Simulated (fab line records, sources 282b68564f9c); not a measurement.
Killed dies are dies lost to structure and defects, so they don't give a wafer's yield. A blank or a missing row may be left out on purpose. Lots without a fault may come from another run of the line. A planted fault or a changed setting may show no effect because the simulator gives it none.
A struck lot beside a sound one | flow rit_cmos | 15 steps out of a route of 202
Sound: wafers L358.1, L358.2, L358.4. Struck: wafers L367.1, L367.2, L367.4. The cause comes at the end.
At each step with rows: each side's tool, then ch and its chambers, then its first start. Under that, the readings that differ: sound wafers | struck wafers | difference of the means | sigmas: that difference in standard deviations of wafers without a fault.
alike: readings whose means differ by less than 2 such deviations, and words and numbers that are the same on both sides. not compared: withheld readings, readings that some wafer has no value for, bounds like >300 that may hide the same value, and numbers for which the record gives no deviation and whose values overlap.
The two part at a step that has a row with sigmas, a row that says differs or no value, or rows on one side only. Numbers that don't overlap but have no deviation are shown without sigmas and don't part them. A reading that every wafer of one side lacks parts them only if that side has two wafers or more.

first, 5 steps without rows for these wafers: RIT_M1_COAT_04 (resist thk 1300 nm); RIT_M1_SOFTBAKE_05 (time 60 s); RIT_M1_EXPOSE_06 (exposes mask M12, target cd 2600 nm); RIT_M1_PEB_07; RIT_M1_DEVELOP_08 (develop time 68 s).
RIT_M1_CD_MEAS_09: target cd 2600 nm.
  sound on cd_sem-01, day 4 15:40; struck on cd_sem-01, day 7 01:15
  alike: cd_nm
RIT_M1_OVL_MEAS_10:
  sound on overlay-02, day 4 15:47; struck on overlay-02, day 7 01:22
  alike: M1_OVL
then, 1 step without rows for these wafers: RIT_M1_HARDBAKE_11 (time 120 s).
RIT_M1_METAL_ETCH_12: etches Al in Cl2/BCl3, stops on SiO2, time 165 s, target depth 600 nm.
  sound on rie_metal-03 ch 0,1, day 4 16:04; struck on rie_metal-04 ch 0,1, day 7 01:55
  alike: drypump_motor_current_A, oes_product_au, throttle_valve_pct
  not compared: rf_hours_counter_h
then, 1 step without rows for these wafers: RIT_M1_STRIP_13 (strips in nmp, time 600 s).
RIT_M1_STRIP_14: strips in O2, time 180 s.
  sound on plasma_asher-03 ch 0,1, day 4 16:25; struck on plasma_asher-01 ch 0,1, day 7 02:15
  alike: drypump_motor_current_A
  not compared: rf_hours_counter_h
RIT_M1_CD_MEAS_90: target cd 2600 nm.
  sound on cd_sem-01, day 4 16:35; struck on cd_sem-02, day 7 02:26
  alike: cd_nm
RIT_M1_ANNEAL_15: time 1800 s.
  sound on furnace-02 ch 0, day 4 16:43; struck on furnace-02 ch 0, day 7 03:32
RIT_M1_BOW_MEAS_16:
  sound on film_metro-04, day 4 18:13; struck on film_metro-04, day 7 05:02
  alike: M1_BOW
RIT_M1_PROBE_99:
  sound on prober-01, day 4 18:20; struck on prober-01, day 7 05:10
  reading                                                 | sound                | struck               | difference | sigmas
  model.etest.nmos_0p15.junction_log10_a_um               | -13.3 -13.45 -13.67  | -11.55 -11.35 -11.55 | +1.99      |
  model.etest.nmos_narrow.off_log10_a_um                  | -13.28 -13.23 -13.31 | -11.54 -11.35 -11.54 | +1.80      |
  model.etest.gate_end_array.leak_log10_a_um              | -12.89 -12.9 -12.75  | -11.38 -11.19 -11.4  | +1.52      |
  model.etest.nmos_0p3.off_log10_a_um                     | -13.07 -13.1 -12.96  | -11.54 -11.35 -11.54 | +1.57      |
  model.etest.pmos_0p15.junction_log10_a_um               | -13.74 -13.86 -13.86 | -12.54 -12.34 -12.53 | +1.35      |
  model.etest.contact_diode_array.leak_log10_a (angstrom) | -9.37 -9.676 -9.562  | -8.261 -8.033 -8.193 | +1.374     |
  model.etest.pmos_0p3.off_log10_a_um                     | -13.03 -12.86 -12.84 | -12.41 -12.24 -12.4  | +0.56      |
  model.etest.pmos_narrow.off_log10_a_um                  | -12.85 -12.74 -12.82 | -12.36 -12.24 -12.37 | +0.48      |
  alike: defect_limited_yield, killed_at_M0_to_M3, killed_at_contacts, killed_at_front_end, killed_dies, killed_open, killed_short, sort_bin_3_pad_short, sort_bin_5_function, sort_bin_6_memory, sort_n_pass, sort_yield_pct

WHERE THEY PART
Nowhere in this record.

WHY: what the simulator had put in
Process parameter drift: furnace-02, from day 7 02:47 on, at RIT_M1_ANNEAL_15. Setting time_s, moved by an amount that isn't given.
